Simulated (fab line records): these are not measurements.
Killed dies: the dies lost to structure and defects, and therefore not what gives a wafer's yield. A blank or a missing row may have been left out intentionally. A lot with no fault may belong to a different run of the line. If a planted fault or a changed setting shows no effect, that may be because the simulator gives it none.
Lot-split experiment    flow berkeley-cmos170    23 wafers read across 5 lots, on a route 331 steps long

ON THE SPLIT
At UCB170_PLDD_PEB_04, the setting peb-temp-c was moved away from the recipe's 130 C on 8 of the 23 wafers read, by -3.0% to -0.9%. This setting was run at the recipe's value on the other wafers.

FROM SPLIT TO READING: 1 step shown by the file between the two
- UCB170_PLDD_DEVELOP_05: develop time 45 s

THE READING
cd-nm, in nm, at UCB170_PLDD_CD_MEAS_06 (target cd 1200 nm). On this fab line, fault-free wafers typically give 1200.1 nm with a standard deviation of 1.6 nm.

wafer   tool, chamber at the split  peb-temp-c as run, C  against the recipe  cd-nm, nm  against lot-mates on the recipe
L075.2  litho-track-01, 0           130                   recipe              1202.9     -
L075.3  litho-track-01, 0           130                   recipe              1200.3     -
L075.4  litho-track-01, 0           126.1                 -3.0%               1172.8     -28.8
L075.5  litho-track-01, 0           126.1                 -3.0%               1168.3     -33.3
L075.6  litho-track-01, 0           126.1                 -3.0%               1167.9     -33.7
L078.2  litho-track-04, 0           130                   recipe              1204.3     -
L078.3  litho-track-04, 0           130                   recipe              1203.2     -
L078.4  litho-track-04, 0           126.8                 -2.5%               1176.3     -27.1
L078.5  litho-track-04, 0           126.8                 -2.5%               1179.3     -24.1
L078.6  litho-track-04, 0           130                   recipe              1202.7     -
L077.1  litho-track-01, 0           130                   recipe              1199.4     -
L077.2  litho-track-01, 0           130                   recipe              1200.0     -
L077.3  litho-track-01, 0           130                   recipe              1198.2     -
L077.4  litho-track-01, 0           130                   recipe              1198.5     -
L077.6  litho-track-01, 0           130                   recipe              1198.5     -
L080.1  litho-track-02, 0           128.8                 -0.9%               1192.2     -8.0
L080.2  litho-track-02, 0           128.8                 -0.9%               1191.6     -8.7
L080.3  litho-track-02, 0           130                   recipe              1201.4     -
L080.4  litho-track-02, 0           128.8                 -0.9%               1193.1     -7.2
L080.6  litho-track-02, 0           130                   recipe              1199.1     -
L082.3  litho-track-04, 0           130                   recipe              1199.8     -
L082.5  litho-track-04, 0           130                   recipe              1198.8     -
L082.6  litho-track-04, 0           130                   recipe              1199.4     -

FIT RESULTS
A straight line over all 23 wafers: cd-nm changes by +9.92 nm for each +1% of peb-temp-c; r = +0.99; the points scatter about the line by 2 nm.
The same after taking each lot's own level away (the mean of its wafers on the recipe; 23 wafers): +10.5 nm for each +1%; r = +0.99; scatter 1.4 nm.
The reading moves by 32 nm for the largest change in peb-temp-c, on that fit.
The lots' own levels span 1198.92 to 1203.40 nm, that is 2.8 times the standard deviation above.
The two slopes agree, so the slope changes little with the lot-to-lot level.
Check: for one of the wafers moved furthest among these (-3.0%), held out of the fit, the line's prediction against its lot-mates is -32.1 nm. It came out at -28.8 nm against them.

THE FILE'S OWN FIT
cd-nm changes by +10.4 nm for each +1% of peb-temp-c, r = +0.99.
